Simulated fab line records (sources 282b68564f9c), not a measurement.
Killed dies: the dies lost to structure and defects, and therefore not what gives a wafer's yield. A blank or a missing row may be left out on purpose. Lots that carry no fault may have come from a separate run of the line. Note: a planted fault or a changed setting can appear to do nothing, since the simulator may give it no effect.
Split-lot trial ; flow rit-cmos ; route with 202 steps; 5 lots, 23 wafers read

ABOUT THE SPLIT
At RIT_ACTIVE_COAT_06 (resist thk 1000 nm), the setting spin-rpm was moved away from the recipe's 3250 rpm on 8 of the 23 wafers read, by -3.0% to +6.7%. This setting was run at the recipe's value on the other wafers.

FROM THE SPLIT TO THE READING: what the file shows between them, 5 steps
- RIT_ACTIVE_SOFTBAKE_07: time 60 s (also split here: time-s)
- RIT_ACTIVE_EXPOSE_08: exposes mask M1, target cd 1400 nm
- RIT_ACTIVE_PEB_09
- RIT_ACTIVE_DEVELOP_10: develop time 50 s
- RIT_ACTIVE_HARDBAKE_12: time 60 s

THE READING
NOVOLAK_of_ACTIVE_COAT_06.thk-nm (the simulator's own value, which no gauge read), in nm, at RIT_ACTIVE_ETCH_13 (etches Si3N4 in SF6, stops on SiO2, time 210 s, target depth 210 nm). The file does not state a usual value for it. The 15 wafers here that ran the recipe average 652.8 nm, standard deviation 5 nm.

wafer;tool, chamber at the split;spin-rpm as run, rpm;against the recipe;NOVOLAK_of_ACTIVE_COAT_06.thk-nm, nm;against lot-mates on the recipe
L074.2;litho-track-02, 0;3250;recipe;649.7;-
L074.3;litho-track-02, 0;3171;-2.4%;665.3;+13.4
L074.4;litho-track-02, 0;3171;-2.4%;659.7;+7.8
L074.5;litho-track-02, 0;3250;recipe;653.6;-
L074.6;litho-track-02, 0;3250;recipe;652.3;-
L076.1;litho-track-01, 0;3250;recipe;645;-
L076.2;litho-track-01, 0;3250;recipe;649.8;-
L076.3;litho-track-01, 0;3250;recipe;652.6;-
L076.4;litho-track-01, 0;3250;recipe;650.7;-
L076.5;litho-track-01, 0;3250;recipe;650;-
L078.1;litho-track-02, 0;3152;-3.0%;667.9;+19.1
L078.2;litho-track-02, 0;3152;-3.0%;665.5;+16.8
L078.3;litho-track-02, 0;3152;-3.0%;659.9;+11.1
L078.4;litho-track-02, 0;3250;recipe;647.1;-
L078.5;litho-track-02, 0;3250;recipe;650.4;-
L084.1;litho-track-04, 0;3250;recipe;655.8;-
L084.2;litho-track-04, 0;3250;recipe;651.3;-
L084.3;litho-track-04, 0;3469;+6.7%;629.2;-24.3
L084.4;litho-track-04, 0;3469;+6.7%;624.6;-28.9
L084.5;litho-track-04, 0;3469;+6.7%;630.8;-22.8
L085.1;litho-track-01, 0;3250;recipe;661.5;-
L085.2;litho-track-01, 0;3250;recipe;664.9;-
L085.3;litho-track-01, 0;3250;recipe;656.9;-

FIT RESULTS
A straight line over all 23 wafers: NOVOLAK_of_ACTIVE_COAT_06.thk-nm changes by -3.71 nm for each +1% of spin-rpm; r = -0.92; the points scatter about the line by 4.6 nm.
The same after taking each lot's own level away (the mean of its wafers on the recipe; 23 wafers): -4.06 nm for each +1%; r = -0.97; scatter 3 nm.
The reading moves by 27 nm for the largest change in spin-rpm, on that fit.
The lots' own levels span 648.75 to 661.10 nm, that is 2.5 times the standard deviation above.
The two slopes are in agreement: the lot-to-lot level therefore moves the slope only a little.
Check: -27.4 nm against its lot-mates is what the line predicts for one of the wafers moved furthest among these (+6.7%) when that wafer is left out of the fit. It came out at -24.3 nm against them.

ADDITIONAL SPLITS CARRIED BY THESE WAFERS
Before the reading, these wafers also passed through other splits. Each is held against what the fit with the lots' levels taken away leaves over:
other split on the same wafers;wafers away from the commonest value;r with NOVOLAK_of_ACTIVE_COAT_06.thk-nm (lot level and that fit taken away)
RIT_ACTIVE_SOFTBAKE_07 time-s;8;-0.17

THE WHOLE CHAIN: every reading that the file lists as answering this split, in the file's order
step;what it does;reading;change (the file's fit);r (the file's)
RIT_ACTIVE_COAT_06;resist thk 1000 nm;NOVOLAK_of_ACTIVE_COAT_06.thk-nm (the simulator's own value, which no gauge read);-5.03 nm for each +1% of the setting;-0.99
RIT_ACTIVE_DEVELOP_10;develop time 50 s;NOVOLAK_of_ACTIVE_COAT_06.thk-nm (the simulator's own value, which no gauge read);-5.11 nm for each +1% of the setting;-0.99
RIT_ACTIVE_HARDBAKE_12;time 60 s;NOVOLAK_of_ACTIVE_COAT_06.thk-nm (the simulator's own value, which no gauge read);-4.4 nm for each +1% of the setting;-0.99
RIT_ACTIVE_ETCH_13;etches Si3N4 in SF6, stops on SiO2, time 210 s, target depth 210 nm;NOVOLAK_of_ACTIVE_COAT_06.thk-nm (the simulator's own value, which no gauge read);-4.04 nm for each +1% of the setting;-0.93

FILE'S OWN FIT
NOVOLAK_of_ACTIVE_COAT_06.thk-nm changes by -4.04 nm for each +1% of spin-rpm, r = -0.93.
